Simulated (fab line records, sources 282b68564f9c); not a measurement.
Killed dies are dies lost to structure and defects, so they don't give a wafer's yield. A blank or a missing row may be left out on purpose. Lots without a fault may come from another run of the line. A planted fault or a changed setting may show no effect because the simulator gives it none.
A struck lot beside a sound one | flow rit_cmos | 44 steps out of a route of 202
Sound: wafers L429.2, L429.4, L429.6. Struck: wafers L441.1, L441.2, L441.4. The cause comes at the end.
At each step with rows: each side's tool, then ch and its chambers, then its first start. Under that, the readings that differ: sound wafers | struck wafers | difference of the means | sigmas: that difference in standard deviations of wafers without a fault.
alike: readings whose means differ by less than 2 such deviations, and words and numbers that are the same on both sides. not compared: withheld readings, readings that some wafer has no value for, bounds like >300 that may hide the same value, and numbers for which the record gives no deviation and whose values overlap.
The two part at a step that has a row with sigmas, a row that says differs or no value, or rows on one side only. Numbers that don't overlap but have no deviation are shown without sigmas and don't part them. A reading that every wafer of one side lacks parts them only if that side has two wafers or more.

first, 4 steps without rows for these wafers: RIT_PLDD_SOFTBAKE_02 (time 60 s); RIT_PLDD_EXPOSE_03 (exposes mask M8, target cd 40900 nm); RIT_PLDD_PEB_04; RIT_PLDD_DEVELOP_05 (develop time 50 s).
RIT_PLDD_OVL_MEAS_06:
  sound on overlay-01, day 3 14:06; struck on overlay-02, day 5 22:44
  alike: PLDD_OVL
then, 2 steps without rows for these wafers: RIT_PLDD_HARDBAKE_07 (time 60 s); RIT_PLDD_IMPLANT_08.
RIT_PLDD_STRIP_09: strips in O2, time 180 s.
  sound on plasma_asher-03 ch 0,1, day 3 14:26; struck on plasma_asher-02 ch 0,1, day 5 23:04
  alike: drypump_motor_current_A, rf_refl_power_W
  not compared: rf_hours_counter_h
RIT_PLDD_TW_MEAS_10:
  sound on film_metro-02, day 3 14:37; struck on film_metro-01, day 5 23:14
  reading | sound          | struck         | difference | sigmas
  PLDD_TW | 2298 2304 2300 | 2350 2352 2365 | +55        | +2
then, 3 steps without rows for these wafers: RIT_SPACER_CLEAN_00 (cleans in SC1, time 600 s); RIT_SPACER_CLEAN_01 (cleans in dHF, time 30 s); RIT_SPACER_CLEAN_02 (cleans in SC2, time 600 s).
RIT_SPACER_CVD_03: deposits Si3N4 from SiH2Cl2/NH3, target thk 250 nm, time 3300 s.
  sound on lpcvd-01 ch 0, day 3 15:02; struck on lpcvd-02 ch 0, day 5 23:44
  reading                                  | sound           | struck            | difference | sigmas
  model.Si3N4_of_SPACER_CVD_03.thk_nm (nm) | 249.9 250.8 250 | 186.6 187.7 185.9 | -63.5      |
  alike: spike_tc_centre_C, zone_power_source_pct
RIT_SPACER_THK_MEAS_04:
  sound on film_metro-03, day 3 16:57; struck on film_metro-04, day 6 01:39
  reading                 | sound             | struck            | difference | sigmas
  SPACER_NITRIDE_THK (nm) | 250.0 250.8 250.1 | 186.6 187.8 186.0 | -63.5      | -24
RIT_SPACER_ETCHBACK_05: etches Si3N4 in SF6/CHF3, stops on SiO2, target depth 250 nm, time 240 s.
  sound on rie_diel-01 ch 0,2,3, day 3 17:00; struck on rie_diel-03 ch 0,1,2, day 6 01:43
  reading                     | sound             | struck            | difference | sigmas
  drypump_motor_current_A (A) | 6.5 6.3 5.8       | 5.2 5.0 4.7       | -1.2       | -2
  oes_product_au (a.u.)       | 0.860 0.843 0.845 | 0.695 0.692 0.666 | -0.165     | -14
  model.etch.depth_nm (nm)    | 249.9 250.8 250   | 186.6 187.7 185.9 | -63.5      |
  alike: SF6_flow_sccm, throttle_valve_pct
  not compared: rf_hours_counter_h
then, 6 steps without rows for these wafers: RIT_NSD_HMDS_00 (prime time 60 s); RIT_NSD_COAT_01 (resist thk 1000 nm); RIT_NSD_SOFTBAKE_02 (time 60 s); RIT_NSD_EXPOSE_03 (exposes mask M9, target cd 40700 nm); RIT_NSD_PEB_04; RIT_NSD_DEVELOP_05 (develop time 50 s).
RIT_NSD_OVL_MEAS_06:
  sound on overlay-01, day 3 18:02; struck on overlay-01, day 6 02:43
  reading      | sound       | struck        | difference | sigmas
  NSD_OVL (nm) | 0.9 2.5 0.0 | -1.9 0.3 -1.8 | -2.3       | -2
then, 2 steps without rows for these wafers: RIT_NSD_HARDBAKE_07 (time 60 s); RIT_NSD_IMPLANT_08.
RIT_NSD_STRIP_09: strips in O2, time 180 s.
  sound on plasma_asher-02 ch 1, day 3 18:22; struck on plasma_asher-04 ch 0,1, day 6 03:02
  reading                     | sound       | struck      | difference | sigmas
  drypump_motor_current_A (A) | 4.9 4.9 4.8 | 6.2 6.0 6.3 | +1.3       | +2
  alike: rf_refl_power_W
  not compared: rf_hours_counter_h
RIT_NSD_TW_MEAS_10:
  sound on film_metro-04, day 3 18:34; struck on film_metro-04, day 6 03:13
  alike: NSD_TW
then, 6 steps without rows for these wafers: RIT_PSD_HMDS_00 (prime time 60 s); RIT_PSD_COAT_01 (resist thk 1000 nm); RIT_PSD_SOFTBAKE_02 (time 60 s); RIT_PSD_EXPOSE_03 (exposes mask M10, target cd 40900 nm); RIT_PSD_PEB_04; RIT_PSD_DEVELOP_05 (develop time 50 s).
RIT_PSD_OVL_MEAS_06:
  sound on overlay-02, day 3 19:42; struck on overlay-01, day 6 04:19
  reading      | sound          | struck      | difference | sigmas
  PSD_OVL (nm) | -2.7 -1.5 -1.9 | 2.6 1.9 1.9 | +4.2       | +3
then, 2 steps without rows for these wafers: RIT_PSD_HARDBAKE_07 (time 60 s); RIT_PSD_IMPLANT_08.
RIT_PSD_STRIP_09: strips in O2, time 180 s.
  sound on plasma_asher-04 ch 0,1, day 3 20:02; struck on plasma_asher-04 ch 0,1, day 6 04:40
  alike: drypump_motor_current_A, rf_refl_power_W
  not compared: rf_hours_counter_h
RIT_PSD_TW_MEAS_10:
  sound on film_metro-01, day 3 20:13; struck on film_metro-02, day 6 04:50
  reading | sound          | struck         | difference | sigmas
  PSD_TW  | 3443 3469 3459 | 3368 3372 3387 | -81        | -3
then, 3 steps without rows for these wafers: RIT_SDANNEAL_CLEAN_00 (cleans in SC1, time 600 s); RIT_SDANNEAL_CLEAN_01 (cleans in dHF, time 30 s); RIT_SDANNEAL_CLEAN_02 (cleans in SC2, time 600 s).
RIT_SDANNEAL_RTA_03: time 5 s.
  sound on rtp_anneal-02 ch 0, day 3 20:38; struck on rtp_anneal-02 ch 0, day 6 05:16
  alike: wafer_temp_C_max
RIT_SDANNEAL_RS_MEAS_04: measures by four-point-probe.
  sound on film_metro-01, day 3 20:43; struck on film_metro-02, day 6 05:19
  alike: PSD_RS
RIT_SILICIDE_WET_ETCH_00: etches SiO2 in BOE, target depth 14 nm, time 15 s.
  sound on wet_bench-02 ch 0, day 3 21:10; struck on wet_bench-03 ch 1, day 6 05:48
  reading                                  | sound             | struck            | difference | sigmas
  model.Si3N4_of_SPACER_CVD_03.thk_nm (nm) | 192.6 195.4 193.5 | 145.5 146.6 144.5 | -48.3      |
  alike: temp_c
RIT_M1_PROBE_99:
  sound on prober-02, day 4 04:06; struck on prober-01, day 6 12:53
  alike: killed_at_contacts, killed_at_front_end, killed_dies, killed_open, killed_short

WHERE THEY PART
First at RIT_PLDD_TW_MEAS_10; last, within this record, at RIT_PSD_TW_MEAS_10. Later steps at which nothing parts them and some readings are alike: RIT_SDANNEAL_RTA_03, RIT_SDANNEAL_RS_MEAS_04, RIT_SILICIDE_WET_ETCH_00, RIT_M1_PROBE_99.

WHY: what the simulator had put in
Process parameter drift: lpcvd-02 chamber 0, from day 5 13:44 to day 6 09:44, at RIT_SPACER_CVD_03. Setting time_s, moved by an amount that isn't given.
